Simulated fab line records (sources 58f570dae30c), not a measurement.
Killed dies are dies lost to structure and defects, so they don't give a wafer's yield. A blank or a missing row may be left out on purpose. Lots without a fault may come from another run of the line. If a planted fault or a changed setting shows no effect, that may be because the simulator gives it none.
fab line records	flow berkeleyCmos170
record lots=5	wafers=23
route steps=331 shown BACKSIDE@199 SDANNEAL@205 NSD@207 SILICIDE@211 M1@238 V1@261 M2@289 V2@294
startH: start of the lot's first displayed wafer, in hours after the record's first day	waitH: how many hours have passed since the lot's step before this one	" unchanged from the row above	L1.1+2: one row covering several wafers at once	- no value, or no start given	* or withheld: withheld	< > ~ a bound
route shown NAME@n: names a module that has steps shown in the file, with the first one's number in the route	usual: mean/standard deviation of fault-free wafers	same: alike in all rows	chamber/n: place in a boat	sites: readings site by site	_std_site: the standard deviation of these	_edge_site: mean of outer sites minus mean of inner sites	radiusMm: for every site, how far away it sits from the centre of the wafer	mask NAME#n: copy n	behind: the last tool/chamber to shape the wafer	hold: reason for holding the lot/hours on hold/outcome of the hold	device: the transistor (n, p or np) that didn't switch	end of line: at the end of the route, the tests of the same wafers	a step given without rows: its recipe and nothing more	killed: dies lost to structure and defects at the first sort, not the wafer's yield	map: dies across one wafer; x = killed, . = not, _ = none there
set.NAME: the setting that was run; set.NAME@STEP: the one run at that earlier step	model.NAME: the simulator's own value behind a step, which no gauge read
lots where settings were altered on purpose, with a table for each step and a row for each wafer
## steps
# step UCB170_BACKSIDE_HMDS_00
# recipe primeTimeS=60	primeTempC=100
lot.wafer	tool	chamber	startH	waitH	set.primeTimeS
L077.1+3	lithoTrack-03	0	151.76	0.2	54.66
L077.2+4+6	"	0	"	"	60
L075.2+3+4+5+6	lithoTrack-03	0	152.29	0.0	60
L078.1+2+3+4+5	lithoTrack-03	0	153.62	0.0	60
L081.3+5+6	lithoTrack-02	0	174.52	0.8	60
L085.1+2	lithoTrack-02	0	203.26	0.0	56.78
L085.3+5+6	"	0	"	"	60
# step UCB170_BACKSIDE_COAT_01
# recipe resist=KrF	spinRpm=1500	resistThkNm=900
# step UCB170_BACKSIDE_SOFTBAKE_02
# recipe resist=KrF	tempC=130	timeS=60
# step UCB170_SDANNEAL_RTA_01
# recipe tempC=1050	timeS=5	ambient=N2
# step UCB170_SDANNEAL_RS_MEAS_03
# recipe thkMeasGauge=four-point-probe
# usual NSD_RS=37.29/0.085
lot.wafer	tool	chamber	startH	waitH	set.doseCm2@NSD_IMPLANT_08	NSD_RS[ohm/sq]
L077.1	filmMetro-01	-	152.73	0.1	2.888e+15	37.87
L077.2	"	-	"	"	2.888e+15	37.74
L077.3	"	-	"	"	3e+15	37.12
L077.4	"	-	"	"	2.888e+15	37.93
L077.6	"	-	"	"	3e+15	37.28
L075.2	filmMetro-03	-	153.32	0.1	3.159e+15	36.53
L075.3	"	-	"	"	3.159e+15	36.49
L075.4	"	-	"	"	3e+15	37.32
L075.5	"	-	"	"	3.159e+15	36.47
L075.6	"	-	"	"	3e+15	37.50
L078.1	filmMetro-01	-	154.59	0.1	3e+15	37.26
L078.2	"	-	"	"	3e+15	37.16
L078.3	"	-	"	"	2.925e+15	37.75
L078.4	"	-	"	"	3e+15	37.28
L078.5	"	-	"	"	2.925e+15	37.73
L081.3	filmMetro-01	-	175.64	0.1	3e+15	37.30
L081.5	"	-	"	"	3e+15	37.26
L081.6	"	-	"	"	3e+15	37.29
L085.1	filmMetro-04	-	206.21	0.1	3e+15	37.20
L085.2	"	-	"	"	3.197e+15	36.22
L085.3	"	-	"	"	3.197e+15	36.25
L085.5	"	-	"	"	3.197e+15	36.28
L085.6	"	-	"	"	3e+15	37.36
# step UCB170_SILICIDE_SPUTTER_01
# recipe material=Ti	targetThkNm=30	timeS=25	powerW=1500	chamberPressurePa=0.5
lot.wafer	tool	chamber	startH	waitH	set.powerW	model.Ti_of_SILICIDE_SPUTTER_01.thkNm
L077.1	pvdSputter-02	-	153.15	0.0	1368	27.94
L077.2	"	-	"	"	1500	29.54
L077.3	"	-	"	"	1368	27.39
L077.4	"	-	"	"	1368	27.12
L077.6	"	-	"	"	1500	30.01
L075.2	pvdSputter-01	-	153.72	0.0	1451	28.73
L075.3	"	-	"	"	1500	29.39
L075.4	"	-	"	"	1451	29.12
L075.5	"	-	"	"	1500	29.8
L075.6	"	-	"	"	1451	28.66
L078.1	pvdSputter-02	-	155.02	0.0	1500	29.58
L078.2	"	-	"	"	1580	32.23
L078.3	"	-	"	"	1500	29.69
L078.4	"	-	"	"	1580	31.59
L078.5	"	-	"	"	1500	30.12
L081.3	pvdSputter-03	-	176.02	0.0	1500	30.24
L081.5	"	-	"	"	1500	29.84
L081.6	"	-	"	"	1500	30.48
L085.1	pvdSputter-03	-	206.63	0.0	1500	30.08
L085.2	"	-	"	"	1404	28.61
L085.3	"	-	"	"	1500	30.51
L085.5	"	-	"	"	1500	30.61
L085.6	"	-	"	"	1404	28.45
# step UCB170_SILICIDE_RS_MEAS_02
# recipe thkMeasGauge=four-point-probe	reads=Ti_of_SILICIDE_SPUTTER_01
# usual SILICIDE_TI_RS=26.0/0.38
lot.wafer	tool	chamber	startH	waitH	set.powerW@SILICIDE_SPUTTER_01	SILICIDE_TI_RS[ohm/sq]
L077.1	filmMetro-02	-	153.18	0.0	1368	28.4
L077.2	"	-	"	"	1500	26.6
L077.3	"	-	"	"	1368	29.0
L077.4	"	-	"	"	1368	29.4
L077.6	"	-	"	"	1500	26.1
L075.2	filmMetro-02	-	153.77	0.0	1451	27.5
L075.3	"	-	"	"	1500	26.7
L075.4	"	-	"	"	1451	27.1
L075.5	"	-	"	"	1500	26.3
L075.6	"	-	"	"	1451	27.6
L078.1	filmMetro-02	-	155.05	0.0	1500	26.5
L078.2	"	-	"	"	1580	24.0
L078.3	"	-	"	"	1500	26.5
L078.4	"	-	"	"	1580	24.6
L078.5	"	-	"	"	1500	25.9
L081.3	filmMetro-02	-	176.09	0.1	1500	25.9
L081.5	"	-	"	"	1500	26.2
L081.6	"	-	"	"	1500	25.6
L085.1	filmMetro-04	-	206.81	0.2	1500	26.2
L085.2	"	-	"	"	1404	27.8
L085.3	"	-	"	"	1500	25.8
L085.5	"	-	"	"	1500	25.7
L085.6	"	-	"	"	1404	28.0
# step UCB170_SILICIDE_THK_MEAS_03
# recipe thkMeasGauge=xrf	reads=Ti_of_SILICIDE_SPUTTER_01
# usual SILICIDE_TI_THK=29.5/0.42
lot.wafer	tool	chamber	startH	waitH	set.powerW@SILICIDE_SPUTTER_01	SILICIDE_TI_THK[nm]
L077.1	filmMetro-02	-	153.30	0.1	1368	27.1
L077.2	"	-	"	"	1500	28.7
L077.3	"	-	"	"	1368	26.8
L077.4	"	-	"	"	1368	26.5
L077.6	"	-	"	"	1500	29.2
L075.2	filmMetro-02	-	153.88	0.1	1451	28.1
L075.3	"	-	"	"	1500	28.6
L075.4	"	-	"	"	1451	28.4
L075.5	"	-	"	"	1500	29.1
L075.6	"	-	"	"	1451	28.0
L078.1	filmMetro-02	-	155.17	0.1	1500	28.8
L078.2	"	-	"	"	1580	31.6
L078.3	"	-	"	"	1500	28.9
L078.4	"	-	"	"	1580	30.9
L078.5	"	-	"	"	1500	29.4
L081.3	filmMetro-02	-	176.19	0.1	1500	29.6
L081.5	"	-	"	"	1500	29.3
L081.6	"	-	"	"	1500	29.9
L085.1	filmMetro-04	-	206.93	0.1	1500	29.7
L085.2	"	-	"	"	1404	28.2
L085.3	"	-	"	"	1500	30.1
L085.5	"	-	"	"	1500	30.4
L085.6	"	-	"	"	1404	28.0
# step UCB170_M1_SPUTTER_00
# recipe material=Al	targetThkNm=600	timeS=80	powerW=6000	chamberPressurePa=0.5
lot.wafer	tool	chamber	startH	waitH	set.powerW	model.Al_of_M1_SPUTTER_00.thkNm
L077.1	pvdSputter-01	-	158.24	0.0	6000	601.9
L077.2	"	-	"	"	6000	601.5
L077.3	"	-	"	"	6000	598.1
L077.4	"	-	"	"	6000	596.2
L077.6	"	-	"	"	6000	598.7
L075.2	pvdSputter-02	-	159.39	0.0	6233	634.8
L075.3	"	-	"	"	6233	633.3
L075.4	"	-	"	"	6233	628.4
L075.5+6	"	-	"	"	6000	613.2
L078.1	pvdSputter-01	-	160.35	0.0	6000	610.6
L078.2	"	-	"	"	5795	584.3
L078.3	"	-	"	"	5795	583
L078.4	"	-	"	"	5795	583.5
L078.5	"	-	"	"	6000	605.6
L081.3	pvdSputter-02	-	182.56	0.0	6000	602.2
L081.5	"	-	"	"	6000	597.4
L081.6	"	-	"	"	6000	593.9
L085.1	pvdSputter-01	-	215.54	0.0	6000	592.4
L085.2	"	-	"	"	5741	579.2
L085.3	"	-	"	"	5741	571.3
L085.5	"	-	"	"	6000	604.5
L085.6	"	-	"	"	6000	600.5
# step UCB170_M1_RS_MEAS_01
# recipe thkMeasGauge=four-point-probe	reads=Al_of_M1_SPUTTER_00
# usual M1_AL_RS=0.0483/0.00051
lot.wafer	tool	chamber	startH	waitH	set.powerW@M1_SPUTTER_00	M1_AL_RS[ohm/sq]
L077.1	filmMetro-04	-	158.30	0.0	6000	0.0485
L077.2	"	-	"	"	6000	0.0485
L077.3	"	-	"	"	6000	0.0487
L077.4	"	-	"	"	6000	0.0488
L077.6	"	-	"	"	6000	0.0487
L075.2	filmMetro-03	-	159.47	0.1	6233	0.0459
L075.3	"	-	"	"	6233	0.0460
L075.4	"	-	"	"	6233	0.0464
L075.5	"	-	"	"	6000	0.0476
L075.6	"	-	"	"	6000	0.0475
L078.1	filmMetro-04	-	160.41	0.0	6000	0.0477
L078.2	"	-	"	"	5795	0.0499
L078.3	"	-	"	"	5795	0.0500
L078.4	"	-	"	"	5795	0.0499
L078.5	"	-	"	"	6000	0.0480
L081.3	filmMetro-03	-	182.66	0.1	6000	0.0485
L081.5	"	-	"	"	6000	0.0489
L081.6	"	-	"	"	6000	0.0492
L085.1	filmMetro-03	-	215.60	0.0	6000	0.0493
L085.2	"	-	"	"	5741	0.0505
L085.3	"	-	"	"	5741	0.0512
L085.5	"	-	"	"	6000	0.0482
L085.6	"	-	"	"	6000	0.0486
# step UCB170_M1_THK_MEAS_02
# recipe thkMeasGauge=xrf	reads=Al_of_M1_SPUTTER_00
# usual M1_AL_THK=597/7.1
lot.wafer	tool	chamber	startH	waitH	set.powerW@M1_SPUTTER_00	M1_AL_THK[nm]
L077.1	filmMetro-04	-	158.42	0.1	6000	598
L077.2	"	-	"	"	6000	599
L077.3	"	-	"	"	6000	598
L077.4	"	-	"	"	6000	596
L077.6	"	-	"	"	6000	594
L075.2	filmMetro-03	-	159.58	0.1	6233	627
L075.3	"	-	"	"	6233	633
L075.4	"	-	"	"	6233	625
L075.5	"	-	"	"	6000	609
L075.6	"	-	"	"	6000	606
L078.1	filmMetro-04	-	160.53	0.1	6000	605
L078.2	"	-	"	"	5795	584
L078.3	"	-	"	"	5795	585
L078.4	"	-	"	"	5795	580
L078.5	"	-	"	"	6000	608
L081.3	filmMetro-03	-	182.76	0.1	6000	595
L081.5	"	-	"	"	6000	590
L081.6	"	-	"	"	6000	589
L085.1	filmMetro-03	-	215.72	0.1	6000	587
L085.2	"	-	"	"	5741	575
L085.3	"	-	"	"	5741	568
L085.5	"	-	"	"	6000	600
L085.6	"	-	"	"	6000	599
# step UCB170_V1_COAT_07
# recipe resist=KrF	spinRpm=1500	resistThkNm=900
lot.wafer	tool	chamber	startH	waitH	set.resistThkNm	model.KrF_of_V1_COAT_07.thkNm
L077.1	lithoTrack-03	0	165.41	0.1	900	900.3
L077.2	"	0	"	"	900	903.2
L077.3	"	0	"	"	900	903.4
L077.4	"	0	"	"	900	900.6
L077.6	"	0	"	"	900	899.9
L078.1+4	lithoTrack-03	0	168.20	0.1	900	899.2
L078.2	"	0	"	"	878.3	881
L078.3	"	0	"	"	878.3	877.8
L078.5	"	0	"	"	878.3	878.5
L075.2	lithoTrack-02	0	168.22	0.1	946.5	945.3
L075.3	"	0	"	"	946.5	943
L075.4	"	0	"	"	900	900.5
L075.5	"	0	"	"	900	897
L075.6	"	0	"	"	946.5	943.1
L081.3	lithoTrack-03	0	189.45	0.1	900	900.8
L081.5	"	0	"	"	900	897.1
L081.6	"	0	"	"	900	899.5
L085.1	lithoTrack-03	0	225.36	0.1	883.8	881.1
L085.2	"	0	"	"	883.8	878.9
L085.3	"	0	"	"	900	897.1
L085.5	"	0	"	"	900	897.2
L085.6	"	0	"	"	883.8	883.2
# step UCB170_V1_SOFTBAKE_08
# recipe resist=KrF	tempC=130	timeS=60
# step UCB170_V1_EXPOSE_09
# recipe maskId=VIA1	targetCdNm=700	na=0.5	sigmaOuter=0.6	sourceShape=conventional	doseMj=37
# step UCB170_V1_ETCH_14
# recipe chemistry=CHF3/CF4/Ar	target=SiO2	stopOn=Al	CHF3_flow_sccm=45	cf4FlowSccm=15	Ar_flow_sccm=150	pressureMtorr=200	rfW=700	targetDepthA=12500	overEtchFrac=0.25	timeS=291
lot.wafer	tool	chamber	startH	waitH	set.powerW@M1_SPUTTER_00	set.resistThkNm@V1_COAT_07	model.KrF_of_V1_COAT_07.thkNm	model.Al_of_M1_SPUTTER_00.thkNm
L077.1	rieDiel-04	3	166.38	0.0	6000	900	614.2	601.9
L077.2	"	0	"	"	6000	900	611.7	601.5
L077.3	"	1	"	"	6000	900	608.5	597.7
L077.4	"	3	"	"	6000	900	615.2	596.2
L077.6	"	1	"	"	6000	900	604.6	598.4
L075.2	rieDiel-01	2	169.20	0.0	6233	946.5	651.8	634.5
L075.3	"	3	"	"	6233	946.5	654.4	633.3
L075.4	"	1	"	"	6233	900	602.7	628.2
L075.5	"	2	"	"	6000	900	602	612.9
L075.6	"	3	"	"	6000	946.5	653.9	613.2
L078.1	rieDiel-04	3	169.47	0.0	6000	900	612.6	610.6
L078.2	"	1	"	"	5795	878.3	585.9	583.9
L078.3	"	2	"	"	5795	878.3	581.7	583
L078.4	"	1	"	"	5795	900	605.6	583.1
L078.5	"	3	"	"	6000	878.3	596.5	605.6
L081.3	rieDiel-01	1	190.83	0.0	6000	900	602.8	602
L081.5	"	2	"	"	6000	900	599.1	597.1
L081.6	"	3	"	"	6000	900	606.5	593.9
L085.1	rieDiel-03	0	226.94	0.0	6000	883.8	591.2	592.4
L085.2	"	1	"	"	5741	883.8	589.8	579.2
L085.3	"	2	"	"	5741	900	608.2	571.3
L085.5	"	0	"	"	6000	900	607.5	604.5
L085.6	"	3	"	"	6000	883.8	595.3	600.5
# step UCB170_V1_STRIP_15
# recipe chemistry=O2	powerW=400	pressureMtorr=3500	platenTempC=withheld	o2FlowSccm=400	overashFraction=0.5
# usual stripTimeToEndpointS=15.22/0.12
lot.wafer	tool	chamber	startH	waitH	set.resistThkNm@V1_COAT_07	stripTimeToEndpointS
L077.1	plasmaAsher-02	1	166.56	0.1	900	15.39
L077.2	"	0	"	"	900	15.36
L077.3	"	0	"	"	900	15.27
L077.4	"	1	"	"	900	15.44
L077.6	"	0	"	"	900	15.18
L075.2	plasmaAsher-03	0	169.37	0.1	946.5	16.22
L075.3	"	0	"	"	946.5	16.27
L075.4	"	1	"	"	900	15.15
L075.5	"	0	"	"	900	15.13
L075.6	"	1	"	"	946.5	16.28
L078.1	plasmaAsher-02	0	169.65	0.1	900	15.37
L078.2	"	1	"	"	878.3	14.74
L078.3	"	1	"	"	878.3	14.63
L078.4	"	0	"	"	900	15.22
L078.5	"	0	"	"	878.3	15.01
L081.3	plasmaAsher-03	1	191.05	0.1	900	15.14
L081.5	"	1	"	"	900	15.06
L081.6	"	0	"	"	900	15.23
L085.1	plasmaAsher-02	0	227.12	0.1	883.8	14.87
L085.2	"	1	"	"	883.8	14.84
L085.3	"	1	"	"	900	15.25
L085.5	"	1	"	"	900	15.24
L085.6	"	0	"	"	883.8	14.95
# step UCB170_M2_METAL_ETCH_18
# recipe chemistry=Cl2/BCl3	target=Al	stopOn=SiO2	pressureMtorr=12	targetDepthA=11700	overEtchFrac=0.3	timeS=195	icpW=600	biasW=120	Cl2_flow_sccm=90	bcl3FlowSccm=45
lot.wafer	tool	chamber	startH	waitH	set.timeS	model.KrF_of_M2_COAT_10.thkNm	model.SiO2_of_V1_CVD_00.thkNm
L077.1	rieMetal-01	0	170.15	-	195	225.9	939.5
L077.2	"	1	"	"	217.9	137.8	931.7
L077.3	"	1	"	"	217.9	144.7	931.9
L077.4	"	0	"	"	195	223.9	941.8
L077.6	"	0	"	"	217.9	150.1	933
L075.2	rieMetal-04	0	173.67	-	181.9	262.7	943.6
L075.3	"	0	"	"	195	216.4	941.2
L075.4	"	1	"	"	181.9	236.8	942.7
L075.5	"	1	"	"	195	188.9	937.8
L075.6	"	0	"	"	195	213.3	939.4
L078.1	rieMetal-01	0	173.89	-	195	218.3	939.3
L078.2	"	1	"	"	169.2	297.7	946.2
L078.3	"	0	"	"	195	215.5	939.7
L078.4	"	1	"	"	195	213.9	937.3
L078.5	"	0	"	"	169.2	307.1	945.7
L081.3	rieMetal-01	1	197.80	-	195	208.2	939.1
L081.5	"	1	"	"	195	209	939.1
L081.6	"	0	"	"	195	214.3	939.2
L085.1	rieMetal-03	0	230.99	-	195	189.6	935.6
L085.2	"	1	"	"	195	196.6	936.3
L085.3	"	0	"	"	195	198.5	936.9
L085.5	"	1	"	"	195	202.4	936.3
L085.6	"	0	"	"	195	198.4	934.6
# step UCB170_M2_STRIP_19
# recipe chemistry=O2	powerW=400	pressureMtorr=3500	platenTempC=withheld	o2FlowSccm=400	overashFraction=0.5
# usual oesProductAu=0.536/0.013
lot.wafer	tool	chamber	startH	waitH	set.timeS@M2_METAL_ETCH_18	oesProductAu
L077.1	plasmaAsher-02	0	170.33	0.1	195	0.554
L077.2	"	1	"	"	217.9	0.468
L077.3	"	0	"	"	217.9	0.472
L077.4	"	1	"	"	195	0.560
L077.6	"	1	"	"	217.9	0.481
L075.2	plasmaAsher-02	0	173.86	0.1	181.9	0.594
L075.3	"	0	"	"	195	0.550
L075.4	"	1	"	"	181.9	0.566
L075.5	"	0	"	"	195	0.516
L075.6	"	1	"	"	195	0.541
L078.1	plasmaAsher-03	0	174.08	0.1	195	0.545
L078.2	"	1	"	"	169.2	0.627
L078.3	"	0	"	"	195	0.551
L078.4	"	1	"	"	195	0.545
L078.5	"	1	"	"	169.2	0.634
L081.3	plasmaAsher-04	1	197.96	0.1	195	0.536
L081.5	"	0	"	"	195	0.544
L081.6	"	1	"	"	195	0.544
L085.1	plasmaAsher-03	0	231.18	0.1	195	0.518
L085.2	"	1	"	"	195	0.521
L085.3	"	0	"	"	195	0.524
L085.5	"	1	"	"	195	0.535
L085.6	"	0	"	"	195	0.526
# step UCB170_V2_CMP_02
# recipe material=SiO2	downForcePsi=6	platenRpm=60	padVelocityMS=0.75398
lot.wafer	tool	chamber	startH	waitH	set.leaveAboveRefNm	model.SiO2_of_V2_CVD_00.thkNm
L077.3	cmp-01	1	170.77	0.0	945.9	943.4
L077.4	"	2	"	"	945.9	944.1
L077.2	"	3	"	"	1000	999.2
L077.1	"	0	"	"	1000	1000
L077.6	"	2	"	"	945.9	945.4
L075.3	cmp-01	2	174.34	0.1	1000	999
L075.2	"	3	"	"	1000	999.4
L075.4	"	0	"	"	1000	1000
L075.5	"	1	"	"	1000	997.4
L075.6	"	2	"	"	1000	999.9
L078.4+2	cmp-02	0,2	174.52	0.0	938.3	940.1
L078.3	"	1	"	"	1000	1001
L078.1	"	3	"	"	1000	999.9
L078.5	"	1	"	"	938.3	940
L081.3	cmp-01	3	198.47	0.1	1000	1001
L081.6	"	1	"	"	1000	998.2
L081.5	"	2	"	"	1000	998.7
L085.2	cmp-01	3	231.83	0.2	1047	1048
L085.3	"	1	"	"	1000	-
L085.1	"	2	"	"	1000	1000
L085.5	"	3	"	"	1047	1049
L085.6	"	0	"	"	1047	-
# step UCB170_V2_THK_MEAS_04
# recipe reads=SiO2_of_V2_CVD_00
# usual V2_POLISHED_THK=999.9/1.4
lot.wafer	tool	chamber	startH	waitH	set.leaveAboveRefNm@V2_CMP_02	V2_POLISHED_THK[nm]
L077.1	filmMetro-01	-	171.19	0.1	1000	1000.8
L077.2	"	-	"	"	1000	998.8
L077.3	"	-	"	"	945.9	943.6
L077.4	"	-	"	"	945.9	945.1
L077.6	"	-	"	"	945.9	945.1
L075.2	filmMetro-03	-	174.72	0.1	1000	1000.0
L075.3	"	-	"	"	1000	999.1
L075.4	"	-	"	"	1000	999.2
L075.5	"	-	"	"	1000	996.8
L075.6	"	-	"	"	1000	1000.4
L078.1	filmMetro-03	-	174.94	0.1	1000	1000.2
L078.2	"	-	"	"	938.3	940.4
L078.3	"	-	"	"	1000	1000.6
L078.4	"	-	"	"	938.3	939.5
L078.5	"	-	"	"	938.3	939.8
L081.3	filmMetro-02	-	198.81	0.1	1000	1001.4
L081.5	"	-	"	"	1000	999.5
L081.6	"	-	"	"	1000	998.7
L085.1	filmMetro-03	-	232.25	0.1	1000	1000.1
L085.2	"	-	"	"	1047	1048.0
L085.3	"	-	"	"	1000	998.1
L085.5	"	-	"	"	1047	1047.7
L085.6	"	-	"	"	1047	1050.0
# step UCB170_V2_ETCH_14
# recipe chemistry=CHF3/CF4/Ar	target=SiO2	stopOn=Al	CHF3_flow_sccm=45	cf4FlowSccm=15	Ar_flow_sccm=150	pressureMtorr=200	rfW=700	targetDepthA=12500	overEtchFrac=0.25	timeS=291
lot.wafer	tool	chamber	startH	waitH	set.rfW	set.leaveAboveRefNm@V2_CMP_02	model.etch.depthNm	model.V2.featureDepthNm
L077.1	rieDiel-01	3	173.82	0.0	641.2	1000	1000	1000
L077.2	"	2	"	"	641.2	1000	999.2	999.2
L077.3	"	1	"	"	641.2	945.9	943.4	943.4
L077.4	"	1	"	"	700	945.9	944.1	944.3
L077.6	"	3	"	"	700	945.9	945.4	945.4
L075.2	rieDiel-01	1	176.35	0.0	766.8	1000	999.4	1001
L075.3	"	2	"	"	766.8	1000	999	1001
L075.4	"	3	"	"	700	1000	1000	1000
L075.5	"	1	"	"	700	1000	997.4	997.6
L075.6	"	2	"	"	700	1000	999.9	1000
L078.1	rieDiel-03	1	177.00	0.0	700	1000	999.9	999.9
L078.2+4	"	0,3	"	"	700	938.3	940.1	940.1
L078.3	"	2	"	"	700	1000	1001	1001
L078.5	"	2	"	"	700	938.3	940	940
L081.3	rieDiel-02	3	201.43	0.0	700	1000	1001	1001
L081.5	"	0	"	"	700	1000	998.7	998.7
L081.6	"	1	"	"	700	1000	998.2	998.7
L085.1	rieDiel-01	3	234.29	0.0	700	1000	1000	1000
L085.2	"	1	"	"	629.8	1047	1048	1048
L085.3	"	2	"	"	700	1000	-	999.6
L085.5	"	3	"	"	700	1047	1049	1049
L085.6	"	0	"	"	629.8	1047	-	1049
## key
split step=UCB170_BACKSIDE_HMDS_00	setting=primeTimeS	stated=60	by=wafer
response none clear
split step=UCB170_SILICIDE_SPUTTER_01	setting=powerW	stated=1500	by=wafer
response step=UCB170_SILICIDE_SPUTTER_01	reading=model.Ti_of_SILICIDE_SPUTTER_01.thkNm	change=+0.291	per=1%	r=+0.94
response step=UCB170_SILICIDE_RS_MEAS_02	reading=SILICIDE_TI_RS	change=-0.311	per=1%	r=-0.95
response step=UCB170_SILICIDE_THK_MEAS_03	reading=SILICIDE_TI_THK	change=+0.291	per=1%	r=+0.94
split step=UCB170_M1_SPUTTER_00	setting=powerW	stated=6000	by=wafer
response step=UCB170_M1_SPUTTER_00	reading=model.Al_of_M1_SPUTTER_00.thkNm	change=+5.74	per=1%	r=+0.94
response step=UCB170_M1_RS_MEAS_01	reading=M1_AL_RS	change=-0.000486	per=1%	r=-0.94
response step=UCB170_M1_THK_MEAS_02	reading=M1_AL_THK	change=+5.87	per=1%	r=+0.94
response step=UCB170_V1_ETCH_14	reading=model.Al_of_M1_SPUTTER_00.thkNm	change=+5.75	per=1%	r=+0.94
split step=UCB170_V1_COAT_07	setting=resistThkNm	stated=900	by=wafer
response step=UCB170_V1_COAT_07	reading=model.KrF_of_V1_COAT_07.thkNm	change=+8.67	per=1%	r=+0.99
response step=UCB170_V1_ETCH_14	reading=model.KrF_of_V1_COAT_07.thkNm	change=+9.59	per=1%	r=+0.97
response step=UCB170_V1_STRIP_15	reading=stripTimeToEndpointS	change=*	per=1%	r=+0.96
split step=UCB170_M2_METAL_ETCH_18	setting=timeS	stated=195	by=wafer
response step=UCB170_M2_METAL_ETCH_18	reading=model.KrF_of_M2_COAT_10.thkNm	change=-6.66	per=1%	r=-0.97
response step=UCB170_M2_METAL_ETCH_18	reading=model.SiO2_of_V1_CVD_00.thkNm	change=-0.611	per=1%	r=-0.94
response step=UCB170_M2_STRIP_19	reading=oesProductAu	change=-0.00666	per=1%	r=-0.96
split step=UCB170_V2_CMP_02	setting=leaveAboveRefNm	stated=1000	by=wafer
response step=UCB170_V2_CMP_02	reading=model.SiO2_of_V2_CVD_00.thkNm	change=+10	per=1%	r=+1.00
response step=UCB170_V2_THK_MEAS_04	reading=V2_POLISHED_THK	change=+10.1	per=1%	r=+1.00
response step=UCB170_V2_ETCH_14	reading=model.etch.depthNm	change=+10	per=1%	r=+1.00
response step=UCB170_V2_ETCH_14	reading=model.V2.featureDepthNm	change=+10	per=1%	r=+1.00
split step=UCB170_V2_ETCH_14	setting=rfW	stated=700	by=wafer
response none clear
split outsideThisFile step=UCB170_NSD_IMPLANT_08 setting=doseCm2
# split outsideThisFile: this setting was split too, and the file shows its column; the key of that split is in another file
